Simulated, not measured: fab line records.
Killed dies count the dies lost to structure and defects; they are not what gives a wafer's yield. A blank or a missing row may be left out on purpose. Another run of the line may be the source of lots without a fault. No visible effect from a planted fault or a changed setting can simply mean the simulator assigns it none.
What tool caused it? | flow berkeley cmos170 | 24 lots, 72 wafers sampled, at 6 steps of a route of 331

== WHAT EACH GAUGE READ, for each wafer ==
UCB170_START_BOW_MEAS_00.
lot  | measured    | on            | INCOMING_BOW (um)
L074 | day 1 10:01 | film metro-01 | -2 -5 -2
L075 | day 1 15:04 | film metro-03 | -4 -2 -5
L076 | day 1 20:00 | film metro-01 | 5 -3 7
L077 | day 2 01:00 | film metro-03 | -3 -3 -2
L078 | day 2 06:02 | film metro-02 | 11 -3 -4
L079 | day 2 11:00 | film metro-03 | -9 -4 -15
L080 | day 2 16:00 | film metro-01 | -11 -2 17
L081 | day 2 21:00 | film metro-01 | -3 2 3
L082 | day 3 02:01 | film metro-03 | 4 7 2
L083 | day 3 07:04 | film metro-02 | 2 -4 -7
L084 | day 3 12:02 | film metro-03 | -2 -9 3
L085 | day 3 17:02 | film metro-02 | -10 1 -2
L086 | day 3 22:00 | film metro-02 | 3 0 -1
L087 | day 4 03:01 | film metro-01 | 4 -4 2
L088 | day 4 08:01 | film metro-03 | -12 1 -2
L089 | day 4 13:00 | film metro-02 | -10 1 -7
L090 | day 4 18:00 | film metro-02 | 4 6 -10
L091 | day 4 23:02 | film metro-02 | -7 -10 12
L092 | day 5 04:02 | film metro-02 | -4 10 -9
L093 | day 5 09:00 | film metro-02 | -15 -4 -9
L094 | day 5 14:00 | film metro-02 | -7 9 2
L095 | day 5 19:01 | film metro-02 | 1 -1 3
L096 | day 6 00:04 | film metro-01 | 7 -1 8
L097 | day 6 05:00 | film metro-01 | -2 5 -13

UCB170_PWELL_THK_MEAS_06.
lot  | measured    | on            | PWELL_NITRIDE_THK (nm)
L074 | day 3 18:11 | film metro-01 | 220.0 220.5 222.8
L075 | day 3 18:12 | film metro-02 | 217.4 217.1 216.7
L076 | day 4 05:25 | film metro-02 | 220.1 219.3 219.2
L077 | day 4 05:25 | film metro-01 | 220.0 219.8 220.6
L078 | day 4 12:28 | film metro-02 | 221.9 220.3 220.9
L079 | day 4 12:27 | film metro-01 | 219.3 221.2 220.3
L080 | day 4 12:24 | film metro-04 | 221.9 222.4 222.5
L081 | day 4 21:08 | film metro-02 | 218.5 220.1 220.1
L082 | day 4 21:09 | film metro-04 | 221.6 219.4 219.9
L083 | day 4 21:10 | film metro-01 | 222.3 219.8 220.8
L084 | day 5 13:28 | film metro-02 | 219.0 219.5 219.3
L085 | day 5 13:28 | film metro-01 | 221.7 221.2 222.0
L086 | day 5 22:46 | film metro-02 | 219.6 221.4 220.6
L087 | day 5 22:46 | film metro-01 | 219.1 218.0 218.2
L088 | day 6 10:49 | film metro-01 | 222.1 221.8 222.5
L089 | day 6 10:48 | film metro-02 | 220.8 220.5 220.3
L090 | day 6 15:53 | film metro-04 | 222.4 223.8 223.9
L091 | day 6 22:32 | film metro-04 | 220.1 219.0 221.3
L092 | day 6 22:32 | film metro-02 | 219.6 220.0 219.4
L093 | day 7 11:46 | film metro-01 | 218.9 219.0 217.4
L094 | day 7 11:46 | film metro-04 | 220.7 221.1 224.3
L095 | day 7 11:47 | film metro-02 | 221.8 220.8 222.3
L096 | day 7 20:32 | film metro-01 | 220.7 221.4 221.5
L097 | day 7 20:30 | film metro-02 | 220.9 220.8 221.7

UCB170_PVT_OVL_MEAS_06.
lot  | measured     | on         | PVT_OVL (nm)
L074 | day 6 22:13  | overlay-01 | -3 -1 -6
L075 | day 6 21:57  | overlay-02 | 2 3 4
L076 | day 7 12:14  | overlay-01 | 3 1 -1
L077 | day 7 14:08  | overlay-01 | -4 1 0
L078 | day 7 13:03  | overlay-01 | 3 -2 2
L079 | day 7 13:52  | overlay-02 | 0 6 2
L080 | day 7 13:46  | overlay-01 | 6 2 6
L081 | day 8 02:27  | overlay-02 | 7 -3 2
L082 | day 8 02:44  | overlay-01 | 4 6 -1
L083 | day 8 03:11  | overlay-02 | 3 2 1
L084 | day 8 12:17  | overlay-01 | -1 3 3
L085 | day 8 12:18  | overlay-02 | 11 5 9
L086 | day 8 21:15  | overlay-01 | 6 3 5
L087 | day 8 21:32  | overlay-01 | 5 7 4
L088 | day 9 18:11  | overlay-02 | 0 2 5
L089 | day 9 17:55  | overlay-01 | -1 0 8
L090 | day 9 18:01  | overlay-01 | 2 1 10
L091 | day 9 20:50  | overlay-02 | -2 1 4
L092 | day 9 20:49  | overlay-01 | 1 8 3
L093 | day 10 17:07 | overlay-01 | 3 2 1
L094 | day 10 17:23 | overlay-02 | 11 3 0
L095 | day 10 17:19 | overlay-01 | 4 5 6
L096 | day 11 01:46 | overlay-01 | 1 -3 1
L097 | day 11 02:17 | overlay-01 | -1 5 6

UCB170_GATE_CD_MEAS_12 targets a cd of 350 nm.
lot  | measured     | on        | cd nm (nm)
L074 | day 7 11:08  | cd sem-02 | 351.8 351.9 352.2
L075 | day 7 11:42  | cd sem-02 | 349.0 350.6 349.8
L076 | day 8 03:22  | cd sem-02 | 349.5 349.7 348.6
L077 | day 8 04:05  | cd sem-02 | 351.3 351.1 350.1
L078 | day 8 03:17  | cd sem-02 | 346.9 347.1 346.4
L079 | day 8 03:29  | cd sem-02 | 348.8 350.2 351.6
L080 | day 8 03:51  | cd sem-02 | 350.4 349.4 350.4
L081 | day 8 18:13  | cd sem-02 | 352.1 351.7 352.4
L082 | day 8 18:43  | cd sem-02 | 351.9 350.3 349.7
L083 | day 8 18:38  | cd sem-02 | 350.0 350.7 350.8
L084 | day 9 02:14  | cd sem-02 | 352.3 352.1 352.9
L085 | day 9 01:52  | cd sem-02 | 349.1 349.1 349.5
L086 | day 9 10:01  | cd sem-02 | 348.1 347.5 348.4
L087 | day 9 10:31  | cd sem-02 | 348.4 349.4 350.6
L088 | day 10 08:41 | cd sem-01 | 352.2 351.3 350.7
L089 | day 10 08:32 | cd sem-01 | 350.0 348.1 349.4
L090 | day 10 08:56 | cd sem-01 | 351.7 352.5 350.8
L091 | day 10 08:52 | cd sem-01 | 349.0 349.5 349.7
L092 | day 10 09:06 | cd sem-01 | 351.3 349.1 349.8
L093 | day 11 10:08 | cd sem-02 | 350.6 349.0 349.9
L094 | day 11 10:38 | cd sem-01 | 350.7 350.9 350.2
L095 | day 11 10:26 | cd sem-01 | 349.1 350.4 349.3
L096 | day 11 18:48 | cd sem-01 | 352.9 351.6 352.7
L097 | day 11 19:01 | cd sem-01 | 351.3 350.6 352.0

== WHICH TOOL RAN EACH LOT (tool, then ch and the chambers of the sampled wafers, then the start) ==
lot  | UCB170_ZERO_ETCH_06               | UCB170_ACTIVE_ETCH_15
L074 | rie diel-03 ch 1,2,3, day 2 05:49 | rie diel-02 ch 0,2, day 5 09:13
L075 | rie diel-02 ch 0,1,3, day 2 06:04 | rie diel-04 ch 0,3, day 5 08:58
L076 | rie diel-03 ch 1,2, day 2 21:19   | rie diel-03 ch 1,2, day 5 17:56
L077 | rie diel-01 ch 1,2,3, day 2 21:34 | rie diel-02 ch 0,1, day 5 18:12
L078 | rie diel-03 ch 1,2, day 3 04:08   | rie diel-04 ch 2,3, day 5 18:38
L079 | rie diel-02 ch 0,3, day 3 04:22   | rie diel-03 ch 1,2,3, day 5 18:20
L080 | rie diel-03 ch 0,1,2, day 3 04:37 | rie diel-04 ch 1,2,3, day 5 18:03
L081 | rie diel-01 ch 2,3, day 3 08:52   | rie diel-04 ch 0,1,2, day 6 12:26
L082 | rie diel-01 ch 0,1,2, day 3 14:50 | rie diel-02 ch 0,3, day 6 12:04
L083 | rie diel-01 ch 0,1,2, day 3 15:15 | rie diel-04 ch 0,1, day 6 11:42
L084 | rie diel-01 ch 1,2,3, day 4 00:38 | rie diel-02 ch 0,1, day 6 22:46
L085 | rie diel-03 ch 0,1,2, day 4 03:40 | rie diel-03 ch 1,2,3, day 6 23:00
L086 | rie diel-01 ch 0,2,3, day 4 10:07 | rie diel-03 ch 0,2,3, day 7 07:15
L087 | rie diel-02 ch 0,2, day 4 15:55   | rie diel-02 ch 0,1,3, day 7 06:56
L088 | rie diel-02 ch 0,2,3, day 4 22:48 | rie diel-03 ch 1,2,3, day 7 21:59
L089 | rie diel-01 ch 0,2,3, day 4 22:32 | rie diel-04 ch 1,2,3, day 7 22:06
L090 | rie diel-03 ch 0,1,3, day 5 06:07 | rie diel-02 ch 2,3, day 7 22:15
L091 | rie diel-03 ch 0,1,2, day 5 13:19 | rie diel-02 ch 0,1,3, day 8 12:43
L092 | rie diel-01 ch 1,2,3, day 5 13:20 | rie diel-03 ch 0,3, day 8 12:52
L093 | rie diel-01 ch 2,3, day 5 23:04   | rie diel-04 ch 0,1,3, day 9 01:12
L094 | rie diel-03 ch 1,2, day 6 06:31   | rie diel-03 ch 0,1,3, day 9 01:45
L095 | rie diel-02 ch 0,1,3, day 6 06:23 | rie diel-03 ch 1,2,3, day 9 00:56
L096 | rie diel-01 ch 0,2,3, day 6 14:23 | rie diel-02 ch 0,1,3, day 9 09:34
L097 | rie diel-03 ch 0,2,3, day 6 14:14 | rie diel-04 ch 0,1,2, day 9 09:41
- UCB170_ZERO_ETCH_06: etches SiO2 in CHF3/CF4/Ar, time 12 s.
- UCB170_ACTIVE_ETCH_15: etches Si3N4 in CH3F/Ar/O2, stops on SiO2, target depth 242 nm, time 151 s.

== AS READ BY THE TOOLS THEMSELVES (means over the sampled wafers that have a number; for cases with no such wafer, the mark the record gives instead) ==
UCB170_ZERO_ETCH_06.
lot  | tool        | drypump motor current A (A) | oes product au (a.u.) | throttle valve pct (%)
L074 | rie diel-03 | 5.9                         | 0.620                 | 9.24
L075 | rie diel-02 | 5.6                         | 0.617                 | 9.30
L076 | rie diel-03 | 5.6                         | 0.616                 | 9.18
L077 | rie diel-01 | 6.0                         | 0.609                 | 9.13
L078 | rie diel-03 | 5.5                         | 0.614                 | 9.12
L079 | rie diel-02 | 5.3                         | 0.616                 | 9.35
L080 | rie diel-03 | 5.4                         | 0.608                 | 9.26
L081 | rie diel-01 | 5.9                         | 0.598                 | 9.19
L082 | rie diel-01 | 5.8                         | 0.611                 | 9.13
L083 | rie diel-01 | 5.8                         | 0.618                 | 9.13
L084 | rie diel-01 | 5.9                         | 0.614                 | 9.14
L085 | rie diel-03 | 5.4                         | 0.619                 | 9.25
L086 | rie diel-01 | 5.7                         | 0.603                 | 9.17
L087 | rie diel-02 | 5.8                         | 0.606                 | 9.36
L088 | rie diel-02 | 5.7                         | 0.615                 | 9.29
L089 | rie diel-01 | 5.7                         | 0.605                 | 9.17
L090 | rie diel-03 | 5.7                         | 0.621                 | 9.32
L091 | rie diel-03 | 5.4                         | 0.617                 | 9.26
L092 | rie diel-01 | 5.9                         | 0.611                 | 9.13
L093 | rie diel-01 | 5.9                         | 0.605                 | 9.18
L094 | rie diel-03 | 5.6                         | 0.622                 | 9.19
L095 | rie diel-02 | 5.6                         | 0.627                 | 9.29
L096 | rie diel-01 | 5.7                         | 0.604                 | 9.17
L097 | rie diel-03 | 5.7                         | 0.623                 | 9.39

UCB170_ACTIVE_ETCH_15.
lot  | tool        | drypump motor current A (A) | oes product au (a.u.) | throttle valve pct (%)
L074 | rie diel-02 | 5.8                         | 0.925                 | 8.17
L075 | rie diel-04 | 5.7                         | 0.951                 | 8.12
L076 | rie diel-03 | 5.6                         | 0.939                 | 8.00
L077 | rie diel-02 | 5.3                         | 0.945                 | 8.21
L078 | rie diel-04 | 5.3                         | 0.939                 | 8.09
L079 | rie diel-03 | 5.9                         | 0.938                 | 8.07
L080 | rie diel-04 | 5.5                         | 0.950                 | 8.03
L081 | rie diel-04 | 5.7                         | 0.937                 | 8.08
L082 | rie diel-02 | 5.3                         | 0.928                 | 8.16
L083 | rie diel-04 | 5.8                         | 0.959                 | 8.09
L084 | rie diel-02 | 5.5                         | 0.953                 | 8.16
L085 | rie diel-03 | 5.9                         | 0.945                 | 8.06
L086 | rie diel-03 | 5.7                         | 0.951                 | 8.17
L087 | rie diel-02 | 5.6                         | 0.942                 | 8.11
L088 | rie diel-03 | 5.9                         | 0.943                 | 8.07
L089 | rie diel-04 | 5.5                         | 0.942                 | 8.04
L090 | rie diel-02 | 6.1                         | 0.931                 | 8.06
L091 | rie diel-02 | 5.6                         | 0.953                 | 8.11
L092 | rie diel-03 | 6.0                         | 0.952                 | 8.23
L093 | rie diel-04 | 5.7                         | 0.958                 | 8.03
L094 | rie diel-03 | 5.7                         | 0.950                 | 8.12
L095 | rie diel-03 | 5.9                         | 0.954                 | 8.05
L096 | rie diel-02 | 5.6                         | 0.949                 | 8.12
L097 | rie diel-04 | 5.7                         | 0.961                 | 8.07

== THE ANSWER, worked out from the rows above alone ==
Rule: the lots themselves supply what counts as usual. The widest of any qualifying gaps counts: lots, ordered by their means at a reading, are off when they make up no more than a third of the lots, leave a main group of 4 or more, and stand apart from it by 3 or more times the standard deviation of that group's means. A main group whose means are all the same, to the digits that the tables above print for the reading, isn't used. A lot without any number at a reading at which 4 lots or more have one is off too. Where the step has rows for the other lots, those lots are counted as sound. The gauges are gone through in route order, then the tools' own readings, and for those a lot's mean is taken as printed above. At the first step where some lot is off, the reading lying furthest off is the one used; lots without a number count as furthest.
No lot is off on any of the readings shown, so nothing can be concluded from this.

== WHAT HAD BEEN PUT IN BY THE SIMULATOR ==
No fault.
